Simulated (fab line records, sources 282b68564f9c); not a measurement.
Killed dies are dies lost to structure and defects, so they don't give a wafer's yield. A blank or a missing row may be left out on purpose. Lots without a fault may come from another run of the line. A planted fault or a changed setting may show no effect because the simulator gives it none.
A struck lot beside a sound one | flow rit_cmos | 16 steps out of a route of 202
Sound: wafers L298.1, L298.4, L298.6. Struck: wafers L303.1, L303.2, L303.4. The cause comes at the end.
At each step with rows: each side's tool, then ch and its chambers, then its first start. Under that, the readings that differ: sound wafers | struck wafers | difference of the means | sigmas: that difference in standard deviations of wafers without a fault.
alike: readings whose means differ by less than 2 such deviations, and words and numbers that are the same on both sides. not compared: withheld readings, readings that some wafer has no value for, bounds like >300 that may hide the same value, and numbers for which the record gives no deviation and whose values overlap.
The two part at a step that has a row with sigmas, a row that says differs or no value, or rows on one side only. Numbers that don't overlap but have no deviation are shown without sigmas and don't part them. A reading that every wafer of one side lacks parts them only if that side has two wafers or more.

first, 4 steps without rows for these wafers: RIT_ACTIVE_SOFTBAKE_07 (time 60 s); RIT_ACTIVE_EXPOSE_08 (exposes mask M1, target cd 1400 nm); RIT_ACTIVE_PEB_09; RIT_ACTIVE_DEVELOP_10 (develop time 50 s).
RIT_ACTIVE_CD_MEAS_11: target cd 1400 nm.
  sound on cd_sem-02, day 1 14:26; struck on cd_sem-02, day 2 15:26
  alike: cd_nm
then, 1 step without rows for these wafers: RIT_ACTIVE_HARDBAKE_12 (time 60 s).
RIT_ACTIVE_ETCH_13: etches Si3N4 in SF6, stops on SiO2, time 210 s, target depth 210 nm.
  sound on rie_diel-01 ch 1,3, day 1 14:43; struck on rie_diel-03 ch 0,1,3, day 2 15:43
  alike: drypump_motor_current_A, oes_product_au, throttle_valve_pct
  not compared: rf_hours_counter_h
RIT_ACTIVE_STRIP_14: strips in O2, time 180 s.
  sound on plasma_asher-01 ch 0,1, day 1 14:50; struck on plasma_asher-02 ch 0,1, day 2 15:50
  alike: drypump_motor_current_A
  not compared: rf_hours_counter_h
RIT_ACTIVE_CD_MEAS_90: target cd 1400 nm.
  sound on cd_sem-01, day 1 15:01; struck on cd_sem-02, day 2 16:01
  alike: cd_nm
then, 3 steps without rows for these wafers: RIT_ACTIVE_CLEAN_15 (cleans in SC1, time 600 s); RIT_ACTIVE_CLEAN_16 (cleans in dHF, time 30 s); RIT_ACTIVE_CLEAN_17 (cleans in SC2, time 600 s).
RIT_FOX1_OXIDATION_00: target thk 350.7 nm, ox time 1130 s.
  sound on furnace-02 ch 0, day 1 15:31; struck on furnace-02 ch 0, day 2 16:59
  reading                                     | sound                | struck               | difference | sigmas
  spike_tc_centre_C (C)                       | 1100.4 1102.8 1100.9 | 1083.4 1083.8 1083.6 | -17.8      | -12
  spike_tc_load_C (C)                         | 1125 1128 1126       | 1109 1106 1108       | -19        | -3
  spike_tc_source_C (C)                       | 1129.2 1128.0 1127.5 | 1112.5 1112.8 1112.1 | -15.8      | -8
  tube_center_temp_C (C)                      | 1100 1100 1099.8     | 1083.9 1084 1083.7   | -16.1      | -99 or more
  tube_center_temp_C_max                      | 1103.1 1103.4 1102.4 | 1087.3 1086.2 1086.3 | -16.4      | -44
  model.SiO2_of_FOX1_OXIDATION_00.thk_nm (nm) | 353.3 342.2 352.9    | 311.3 307.4 314.2    | -38.5      |
  alike: zone_power_load_pct
RIT_FOX1_THK_MEAS_01:
  sound on film_metro-01, day 1 16:49; struck on film_metro-01, day 2 18:18
  reading             | sound       | struck      | difference | sigmas
  FOX1_OXIDE_THK (nm) | 353 342 353 | 311 307 314 | -39        | -5
then, 1 step without rows for these wafers: RIT_FOX1_WET_ETCH_02 (etches SiO2 in BOE, target depth 350 nm, time 390 s).
RIT_M1_PROBE_99:
  sound on prober-02, day 3 12:20; struck on prober-01, day 4 14:34
  reading                             | sound          | struck         | difference | sigmas
  model.etest.pplus_sal.width_nm (nm) | 3439 3450 3470 | 3496 3514 3513 | +55        |
  model.etest.nplus_sal.width_nm (nm) | 3443 3440 3469 | 3502 3492 3501 | +48        |
  model.etest.pldd.width_nm (nm)      | 3182 3202 3164 | 3214 3227 3229 | +41        |
  model.etest.nldd.width_nm (nm)      | 3183 3196 3180 | 3239 3217 3217 | +38        |
  alike: killed_at_contacts, killed_at_front_end, killed_dies, killed_open, killed_short

WHERE THEY PART
First at RIT_FOX1_OXIDATION_00; last, within this record, at RIT_FOX1_THK_MEAS_01. Later steps at which nothing parts them and some readings are alike: RIT_M1_PROBE_99.

WHY: what the simulator had put in
Process parameter drift: furnace-02, from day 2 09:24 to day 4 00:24, at RIT_FOX1_OXIDATION_00. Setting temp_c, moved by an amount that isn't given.
